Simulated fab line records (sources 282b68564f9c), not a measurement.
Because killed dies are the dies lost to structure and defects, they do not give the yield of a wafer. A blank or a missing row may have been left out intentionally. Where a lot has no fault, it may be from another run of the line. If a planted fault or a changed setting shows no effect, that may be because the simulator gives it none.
Split-lot trial || flow rit cmos || 23 wafers read from 5 lots, route of 202 steps

== THE SPLIT ITSELF ==
At RIT_M1_SPUTTER_00 (material Al, target thk 400 nm, time 500 s), the setting time s was moved away from the recipe's 500 s on 8 of the 23 wafers read, by -12.5% to +12.0%. For the rest of the wafers, this setting stayed at what the recipe calls for.

== FROM THE SPLIT TO THE READING: what the file shows between them, 9 steps ==
- RIT_M1_RS_MEAS_01: measures by four-point-probe
- RIT_M1_THK_MEAS_02: measures by xrf
- RIT_M1_COAT_04: resist thk 1300 nm (also split here: resist thk nm)
- RIT_M1_SOFTBAKE_05: time 60 s
- RIT_M1_EXPOSE_06: exposes mask M12, target cd 2600 nm
- RIT_M1_PEB_07
- RIT_M1_DEVELOP_08: develop time 68 s
- RIT_M1_CD_MEAS_09: target cd 2600 nm
- RIT_M1_HARDBAKE_11: time 120 s

== THE READING ==
oes product au, in a.u., at RIT_M1_METAL_ETCH_12 (etches Al in Cl2/BCl3, stops on SiO2, time 165 s, target depth 600 nm). On this fab line, fault-free wafers typically give 0.778 a.u. with a standard deviation of 0.014 a.u.

{"wafer": "L075.1", "tool, chamber at the split": "pvd sputter-01, -", "time s as run, s": 551, "against the recipe": "+10.2%", "oes product au, a.u.": 0.833, "against lot-mates on the recipe": "+0.037"}
{"wafer": "L075.2", "tool, chamber at the split": "pvd sputter-01, -", "time s as run, s": 500, "against the recipe": "recipe", "oes product au, a.u.": 0.796, "against lot-mates on the recipe": "-"}
{"wafer": "L075.3", "tool, chamber at the split": "pvd sputter-01, -", "time s as run, s": 500, "against the recipe": "recipe", "oes product au, a.u.": 0.795, "against lot-mates on the recipe": "-"}
{"wafer": "L075.4", "tool, chamber at the split": "pvd sputter-01, -", "time s as run, s": 551, "against the recipe": "+10.2%", "oes product au, a.u.": 0.844, "against lot-mates on the recipe": "+0.048"}
{"wafer": "L075.6", "tool, chamber at the split": "pvd sputter-01, -", "time s as run, s": 551, "against the recipe": "+10.2%", "oes product au, a.u.": 0.850, "against lot-mates on the recipe": "+0.054"}
{"wafer": "L074.2", "tool, chamber at the split": "pvd sputter-04, -", "time s as run, s": 500, "against the recipe": "recipe", "oes product au, a.u.": 0.782, "against lot-mates on the recipe": "-"}
{"wafer": "L074.3", "tool, chamber at the split": "pvd sputter-04, -", "time s as run, s": 500, "against the recipe": "recipe", "oes product au, a.u.": 0.793, "against lot-mates on the recipe": "-"}
{"wafer": "L074.4", "tool, chamber at the split": "pvd sputter-04, -", "time s as run, s": 500, "against the recipe": "recipe", "oes product au, a.u.": 0.774, "against lot-mates on the recipe": "-"}
{"wafer": "L074.5", "tool, chamber at the split": "pvd sputter-04, -", "time s as run, s": 500, "against the recipe": "recipe", "oes product au, a.u.": 0.768, "against lot-mates on the recipe": "-"}
{"wafer": "L074.6", "tool, chamber at the split": "pvd sputter-04, -", "time s as run, s": 500, "against the recipe": "recipe", "oes product au, a.u.": 0.788, "against lot-mates on the recipe": "-"}
{"wafer": "L076.3", "tool, chamber at the split": "pvd sputter-02, -", "time s as run, s": 500, "against the recipe": "recipe", "oes product au, a.u.": 0.762, "against lot-mates on the recipe": "-"}
{"wafer": "L076.4", "tool, chamber at the split": "pvd sputter-02, -", "time s as run, s": 500, "against the recipe": "recipe", "oes product au, a.u.": 0.773, "against lot-mates on the recipe": "-"}
{"wafer": "L076.5", "tool, chamber at the split": "pvd sputter-02, -", "time s as run, s": 500, "against the recipe": "recipe", "oes product au, a.u.": 0.761, "against lot-mates on the recipe": "-"}
{"wafer": "L080.1", "tool, chamber at the split": "pvd sputter-01, -", "time s as run, s": 437.7, "against the recipe": "-12.5%", "oes product au, a.u.": 0.728, "against lot-mates on the recipe": -0.058}
{"wafer": "L080.2", "tool, chamber at the split": "pvd sputter-01, -", "time s as run, s": 500, "against the recipe": "recipe", "oes product au, a.u.": 0.786, "against lot-mates on the recipe": "-"}
{"wafer": "L080.4", "tool, chamber at the split": "pvd sputter-01, -", "time s as run, s": 437.7, "against the recipe": "-12.5%", "oes product au, a.u.": 0.736, "against lot-mates on the recipe": -0.050}
{"wafer": "L080.5", "tool, chamber at the split": "pvd sputter-01, -", "time s as run, s": 500, "against the recipe": "recipe", "oes product au, a.u.": 0.780, "against lot-mates on the recipe": "-"}
{"wafer": "L080.6", "tool, chamber at the split": "pvd sputter-01, -", "time s as run, s": 500, "against the recipe": "recipe", "oes product au, a.u.": 0.791, "against lot-mates on the recipe": "-"}
{"wafer": "L084.2", "tool, chamber at the split": "pvd sputter-02, -", "time s as run, s": 560, "against the recipe": "+12.0%", "oes product au, a.u.": 0.838, "against lot-mates on the recipe": "+0.055"}
{"wafer": "L084.3", "tool, chamber at the split": "pvd sputter-02, -", "time s as run, s": 560, "against the recipe": "+12.0%", "oes product au, a.u.": 0.830, "against lot-mates on the recipe": "+0.047"}
{"wafer": "L084.4", "tool, chamber at the split": "pvd sputter-02, -", "time s as run, s": 500, "against the recipe": "recipe", "oes product au, a.u.": 0.785, "against lot-mates on the recipe": "-"}
{"wafer": "L084.5", "tool, chamber at the split": "pvd sputter-02, -", "time s as run, s": 500, "against the recipe": "recipe", "oes product au, a.u.": 0.781, "against lot-mates on the recipe": "-"}
{"wafer": "L084.6", "tool, chamber at the split": "pvd sputter-02, -", "time s as run, s": 560, "against the recipe": "+12.0%", "oes product au, a.u.": 0.827, "against lot-mates on the recipe": "+0.044"}

FIT RESULTS
A straight line over all 23 wafers: oes product au changes by +0.00459 a.u. for each +1% of time s; r = +0.94; the points scatter about the line by 0.011 a.u.
The same after taking each lot's own level away (the mean of its wafers on the recipe; 23 wafers): +0.00429 a.u. for each +1%; r = +0.98; scatter 0.0064 a.u.
That fit puts the effect of the largest move of time s on the reading at 0.053 a.u.
Measured against the standard deviation above, the lots' own levels, which go from 0.7653 to 0.7955 a.u., span 2.2 times it.
Consequently the slope shifts little with the lot-to-lot level, the two slopes agreeing.
Check: -0.052 a.u. against its lot-mates is what the line predicts for one of the wafers moved furthest among these (-12.5%) when that wafer is left out of the fit. Against them it came out at -0.0577 a.u.

== FURTHER SPLITS ON THESE WAFERS ==
Note: prior to the reading, these wafers also went through further splits. Each is held against what the fit with the lots' levels taken away leaves over:
{"other split on the same wafers": "RIT_M1_COAT_04 resist thk nm", "wafers away from the commonest value": 7, "r with oes product au (lot level and that fit taken away)": -0.16}

== THE WHOLE CHAIN: every reading that the file lists as answering this split, in the file's order ==
{"step": "RIT_M1_SPUTTER_00", "what it does": "material Al, target thk 400 nm, time 500 s", "reading": "Al_of_M1_SPUTTER_00.thk nm (the simulator's own value, which no gauge read)", "change (the file's fit)": "+3.98 nm for each +1% of the setting", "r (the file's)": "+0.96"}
{"step": "RIT_M1_RS_MEAS_01", "what it does": "measures by four-point-probe", "reading": "M1_AL_RS", "change (the file's fit)": "-0.000745 for each +1% of the setting", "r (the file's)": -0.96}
{"step": "RIT_M1_THK_MEAS_02", "what it does": "measures by xrf", "reading": "M1_AL_THK", "change (the file's fit)": "+3.94 for each +1% of the setting", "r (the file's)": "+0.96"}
{"step": "RIT_M1_METAL_ETCH_12", "what it does": "etches Al in Cl2/BCl3, stops on SiO2, time 165 s, target depth 600 nm", "reading": "oes product au", "change (the file's fit)": "+0.00428 a.u. for each +1% of the setting", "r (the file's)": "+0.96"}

== THE FILE'S OWN FIT ==
oes product au changes by +0.00428 a.u. for each +1% of time s, r = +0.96.
